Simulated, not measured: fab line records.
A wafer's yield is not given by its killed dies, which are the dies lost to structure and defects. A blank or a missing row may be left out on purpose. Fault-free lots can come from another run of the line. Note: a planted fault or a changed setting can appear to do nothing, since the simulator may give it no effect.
Which tool was responsible? | flow berkeleyCmos170 | 14 lots with 42 wafers sampled at 3 steps, on a route of 331 steps

## WHAT THE GAUGES SHOWED, per wafer
UCB170_PWELL_TW_MEAS_17.
lot  | measured    | on           | PWELL_TW
L238 | day 3 20:46 | filmMetro-04 | 375 376 376
L241 | day 4 07:43 | filmMetro-03 | 382 383 381
L243 | day 5 01:13 | filmMetro-02 | 381 381 378
L242 | day 5 01:15 | filmMetro-03 | 381 380 379
L244 | day 5 01:56 | filmMetro-02 | 382 382 382
L246 | day 5 05:50 | filmMetro-04 | 373 372 372
L245 | day 5 06:05 | filmMetro-02 | 381 379 377
L247 | day 5 06:13 | filmMetro-04 | 372 373 372
L248 | day 5 16:36 | filmMetro-03 | 381 377 381
L249 | day 6 02:14 | filmMetro-02 | 383 380 380
L250 | day 6 08:19 | filmMetro-02 | 380 380 382
L251 | day 6 13:03 | filmMetro-04 | 376 374 374
L257 | day 7 16:38 | filmMetro-02 | 394 394 394
L258 | day 7 17:00 | filmMetro-02 | 395 395 396

UCB170_V2_BOW_MEAS_03.
lot  | measured     | on           | V2_BOW (um)
L238 | day 9 06:18  | filmMetro-01 | 30 31 42
L241 | day 9 05:39  | filmMetro-03 | 36 35 43
L243 | day 10 05:07 | filmMetro-01 | 23 37 35
L242 | day 10 08:01 | filmMetro-01 | 33 36 45
L244 | day 10 03:18 | filmMetro-01 | 39 36 29
L246 | day 10 08:29 | filmMetro-01 | 35 35 38
L245 | day 10 06:12 | filmMetro-02 | 35 41 40
L247 | day 10 09:08 | filmMetro-03 | 30 35 34
L248 | day 10 10:38 | filmMetro-03 | 43 36 16
L249 | day 11 06:32 | filmMetro-03 | 48 42 27
L250 | day 11 11:12 | filmMetro-03 | 41 33 40
L251 | day 11 20:59 | filmMetro-03 | 34 37 35
L257 | day 13 05:20 | filmMetro-01 | 37 45 34
L258 | day 13 05:34 | filmMetro-03 | 34 41 35

## WHAT TOOL EACH LOT RAN ON (gives the tool, then ch and the chambers of the sampled wafers, and finally the start)
lot  | UCB170_PWELL_IMPLANT_15
L238 | implanter-04 ch 0, day 3 20:31
L241 | implanter-03 ch 0, day 4 07:29
L243 | implanter-02 ch 0, day 5 00:58
L242 | implanter-03 ch 0, day 5 01:01
L244 | implanter-04 ch 0, day 5 01:42
L246 | implanter-04 ch 0, day 5 05:35
L245 | implanter-02 ch 0, day 5 05:50
L247 | implanter-03 ch 0, day 5 05:58
L248 | implanter-03 ch 0, day 5 16:21
L249 | implanter-04 ch 0, day 6 02:00
L250 | implanter-03 ch 0, day 6 08:04
L251 | implanter-04 ch 0, day 6 12:48
L257 | implanter-03 ch 0, day 7 16:24
L258 | implanter-03 ch 0, day 7 16:46
- UCB170_PWELL_IMPLANT_15

## AS READ BY THE TOOLS THEMSELVES (means over the sampled wafers that have a number; for cases with no such wafer, the mark the record gives instead)
UCB170_PWELL_IMPLANT_15.
lot  | tool         | beamEnergyKeV
L238 | implanter-04 | 59.995
L241 | implanter-03 | 60.022
L243 | implanter-02 | 59.982
L242 | implanter-03 | 60.013
L244 | implanter-04 | 60.006
L246 | implanter-04 | 60.012
L245 | implanter-02 | 60.011
L247 | implanter-03 | 60.013
L248 | implanter-03 | 59.994
L249 | implanter-04 | 60.015
L250 | implanter-03 | 60.015
L251 | implanter-04 | 60.008
L257 | implanter-03 | 78.007
L258 | implanter-03 | 77.997

## THE ANSWER, worked out from the rows above alone
Rule: the usual values come from the lots themselves. Put in order of their means at a reading, lots are off if they are a third of the lots or fewer, leave a main group of 4 or more, and stand apart from it by a gap of 3 or more times the standard deviation of the main group's means; of several such gaps the widest counts. The tables above print the reading to a certain number of digits; a main group whose means all agree to those digits is not used. Also off: a lot with no number at a reading for which 4 or more lots have one. Where the step has rows for the other lots, those lots are counted as sound. The gauges are gone through in route order, then the tools' own readings, and for those a lot's mean is taken as printed above. At the first step where some lot is off, the reading lying furthest off is the one used; lots without a number count as furthest.
Off: at UCB170_PWELL_TW_MEAS_17 (PWELL_TW), L257, L258. The main group: mean 378, standard deviation 3.4.
If a tool, at a process step before that reading, ran all the lots that are off and no sound lot after the first of them, it fits. The gauges at UCB170_PWELL_TW_MEAS_17 aren't tried: what is off there is off at UCB170_PWELL_IMPLANT_15 too, on other tools, and a gauge's error can't cause that. One candidate fits, namely implanter-03 at UCB170_PWELL_IMPLANT_15. A fault onset in the window from L250 (day 6 08:04, its last sound lot) to L257 (day 7 16:24, its first lot off) fits.
On the lots that are off, the tool's own readings at UCB170_PWELL_IMPLANT_15 differ by more than 5 times the standard deviation of the sound lots' means, which bears it out; beamEnergyKeV reads 78.002 there versus 60.007 on the sound lots.

## WHAT THE SIMULATOR HAD PUT IN
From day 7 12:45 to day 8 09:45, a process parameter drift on implanter-03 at UCB170_PWELL_IMPLANT_15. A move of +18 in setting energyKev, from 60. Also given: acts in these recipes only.
Struck lots among those shown: L257, L258. Same finding as the rule above.
